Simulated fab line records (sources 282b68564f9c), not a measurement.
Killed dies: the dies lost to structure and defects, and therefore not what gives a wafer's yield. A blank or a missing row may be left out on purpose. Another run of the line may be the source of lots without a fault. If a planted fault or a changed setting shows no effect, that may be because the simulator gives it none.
A single fault, viewed from 2 desks + flow rit cmos + each desk has only its own numbers; what lay behind them comes last

## METROLOGY DESK
Means of the sampled wafers that have a number, per lot and without regard to the tool the lot ran on: this is what the gauges read. Any lot whose mean is over 4 standard deviations away from the usual mean is out of limits and marked OUT; that distance is given in the brackets.
Columns: A = ACTIVE_OXIDE_THK at RIT_ACTIVE_THK_MEAS_02, usual 46.9 nm; B = NLDD_TW at RIT_NLDD_TW_MEAS_10, usual 2508; C = NLDD_RS at RIT_SDANNEAL_RS_MEAS_07, usual 151.8 ohm/sq; D = cd nm at RIT_CONTACT_CD_MEAS_08, usual 999.6 nm
| lot  | first seen here | A    | B              | C               | D      |
|------|-----------------|------|----------------|-----------------|--------|
| L451 | day 1 12:04     | 46.6 | 2509           | 151.7           | 999.2  |
| L452 | day 1 17:04     | 46.8 | 2499           | 151.5           | 1001.9 |
| L453 | day 1 22:04     | 47.3 | 2505           | 151.4           | 997.4  |
| L454 | day 2 03:04     | 47.3 | 2511           | 151.3           | 999.2  |
| L455 | day 2 09:38     | 46.6 | 2503           | 152.0           | 999.3  |
| L456 | day 2 14:13     | 46.9 | 2495           | 151.7           | 1001.1 |
| L457 | day 2 18:22     | 47.1 | 2494           | 151.8           | 1002.3 |
| L458 | day 2 23:45     | 47.5 | 2511           | 151.9           | 1001.7 |
| L459 | day 3 04:26     | 46.4 | 2517           | 151.8           | 1000.2 |
| L461 | day 3 14:59     | 47.0 | 2794 (+22) OUT | 110.3 (-88) OUT | 1004.1 |
| L463 | day 4 00:08     | 47.8 | 2789 (+22) OUT | 110.5 (-88) OUT | 999.2  |
| L464 | day 4 05:04     | 47.6 | 2768 (+20) OUT | 110.5 (-88) OUT | 998.3  |
| L470 | day 5 11:03     | 46.0 | 2496           | 151.3           | 1000.1 |
| L473 | day 6 02:03     | 46.2 | 2513           | 152.0           | 997.5  |
| L474 | day 6 07:04     | 47.4 | 2498           | 151.1           | 999.2  |
This desk's finding: out of limits on L461, L463, L464; first on L461, day 5 00:57 (NLDD_TW at RIT_NLDD_TW_MEAS_10). Within limits: L451, L452, L453, L454, L455, L456, L457, L458, L459, L470, L473, L474.

## AT THE TOOL OWNER'S DESK: implanter-04
The tool's own readings at RIT_NLDD_IMPLANT_08, given as means over the sampled wafers that have a number, one for each lot that went through this tool. Any lot whose mean is over 4 standard deviations away from the usual mean is out of limits and marked OUT; that distance is given in the brackets.
Columns: A = dose ions cm2 at RIT_NLDD_IMPLANT_08, usual 4.999e+14; B = end station pressure torr at RIT_NLDD_IMPLANT_08, usual 6.3e-06 Torr; C = faraday current uA at RIT_NLDD_IMPLANT_08, usual 1574
| lot  | first seen here | A                           | B       | C              |
|------|-----------------|-----------------------------|---------|----------------|
| L451 | day 2 20:52     | 5.007e+14                   | 6.3e-06 | 1571           |
| L452 | day 3 03:37     | 4.998e+14                   | 6.1e-06 | 1566           |
| L453 | day 3 05:58     | 4.992e+14                   | 6.2e-06 | 1562           |
| L454 | day 3 13:13     | 5.000e+14                   | 6.2e-06 | 1610           |
| L457 | day 4 00:19     | 4.997e+14                   | 6.6e-06 | 1583           |
| L458 | day 4 08:31     | 4.993e+14                   | 6.2e-06 | 1543           |
| L461 | day 5 00:38     | 7.416e+14 (+99 or more) OUT | 6.9e-06 | 2366 (+26) OUT |
| L463 | day 5 06:00     | 7.412e+14 (+99 or more) OUT | 6.8e-06 | 2301 (+24) OUT |
| L464 | day 5 10:26     | 7.413e+14 (+99 or more) OUT | 6.7e-06 | 2319 (+25) OUT |
| L474 | day 7 17:58     | 5.000e+14                   | 6.1e-06 | 1563           |
This desk's finding: out of limits on L461, L463, L464; first on L461, day 5 00:38 (dose ions cm2 at RIT_NLDD_IMPLANT_08). Within limits: L451, L452, L453, L454, L457, L458, L474.

## ALL TOGETHER
On L461, L463, L464, at day 5 00:38, an alarm was possible from the tool owner's desk.
L461, L463, L464 would have let the metrology desk raise an alarm at day 5 00:57.
The lots listed all ran RIT_NLDD_IMPLANT_08 on implanter-04.

## WHAT HAD BEEN PUT IN BY THE SIMULATOR
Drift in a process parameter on implanter-04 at RIT_NLDD_IMPLANT_08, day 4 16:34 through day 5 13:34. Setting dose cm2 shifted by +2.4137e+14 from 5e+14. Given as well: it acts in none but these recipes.
Struck lots among those shown: L461, L463, L464.
Counting hours from when the fault started, the first reading out of limits came at 8 for the tool owner's desk and at 8 for the metrology desk.
